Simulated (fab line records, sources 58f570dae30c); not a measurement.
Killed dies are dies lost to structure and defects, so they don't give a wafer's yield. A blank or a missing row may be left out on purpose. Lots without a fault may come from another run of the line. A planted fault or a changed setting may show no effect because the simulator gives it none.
One fault seen from 2 desks | flow berkeley_cmos170 | each desk has only its own numbers; what lay behind them comes last

THE METROLOGY DESK
What the gauges read, lot by lot, whatever tool the lot ran on: means of the sampled wafers that have a number. A lot is out of limits, marked OUT, if its mean lies more than 4 standard deviations from the usual mean; the brackets give that distance.
Columns: A = cd_nm at UCB170_M2_CD_MEAS_15, usual 699.4 nm; B = V2_TEOS_THK at UCB170_V2_THK_MEAS_01, usual 1999 nm
lot  | first seen here | A     | B
L869 | day 8 22:31     | 700.3 | 1979
L874 | day 9 12:38     | 700.2 | 2005
L875 | day 9 12:52     | 698.1 | 2014
L873 | day 9 13:09     | 697.6 | 2002
L871 | day 9 13:21     | 698.8 | 1979
L878 | day 10 09:15    | 700.0 | 2018
L877 | day 10 09:41    | 700.9 | 1996
L881 | day 11 05:02    | 698.3 | 1985
L884 | day 11 20:11    | 698.4 | 2001
L888 | day 11 21:46    | 697.7 | 2193 (+8.4) OUT
L887 | day 11 21:55    | 697.4 | 1984
L886 | day 11 22:19    | 700.2 | 2004
L885 | day 11 22:38    | 698.7 | 2214 (+9.4) OUT
L892 | day 13 03:00    | 697.8 | 2004
This desk's finding: out of limits on L885, L888; first on L888, day 11 22:31 (V2_TEOS_THK at UCB170_V2_THK_MEAS_01). In limits: L869, L874, L875, L873, L871, L878, L877, L881, L884, L887, L886, L892.

THE TOOL OWNER'S DESK: pecvd-01
The tool's own readings at UCB170_V2_CVD_00 (deposits SiO2 from TEOS/O2, target thk 2000 nm, time 250 s): means of the sampled wafers that have a number, for each lot that ran on this tool. A lot is out of limits, marked OUT, if its mean lies more than 4 standard deviations from the usual mean; the brackets give that distance.
Columns: A = heater_power_w at UCB170_V2_CVD_00, usual 245 W; B = rf_fwd_power_W at UCB170_V2_CVD_00, usual 548.4 W; C = susceptor_temp_C at UCB170_V2_CVD_00, usual 389.99 C
lot  | first seen here | A   | B                       | C
L869 | day 8 23:07     | 208 | 549.2                   | 390.19
L877 | day 10 10:19    | 211 | 548.0                   | 390.20
L881 | day 11 05:38    | 183 | 548.9                   | 390.03
L888 | day 11 22:22    | 106 | 766.8 (+99 or more) OUT | 390.01
L885 | day 11 23:14    | 90  | 769.5 (+99 or more) OUT | 389.92
This desk's finding: out of limits on L885, L888; first on L888, day 11 22:22 (rf_fwd_power_W at UCB170_V2_CVD_00). In limits: L869, L877, L881.

PUT TOGETHER
The tool owner's desk could have raised an alarm at day 11 22:22, on L885, L888.
The metrology desk could have raised an alarm at day 11 22:31, on L885, L888.
Of the lots named, all ran UCB170_V2_CVD_00 on pecvd-01.

WHAT THE SIMULATOR HAD PUT IN
Process parameter drift: pecvd-01, from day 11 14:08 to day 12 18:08, at UCB170_V2_CVD_00. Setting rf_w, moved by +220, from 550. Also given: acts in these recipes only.
Lots struck among those shown: L885, L888.
Hours from the fault's start to each desk's first reading out of limits: the tool owner's desk, 8; the metrology desk, 8.
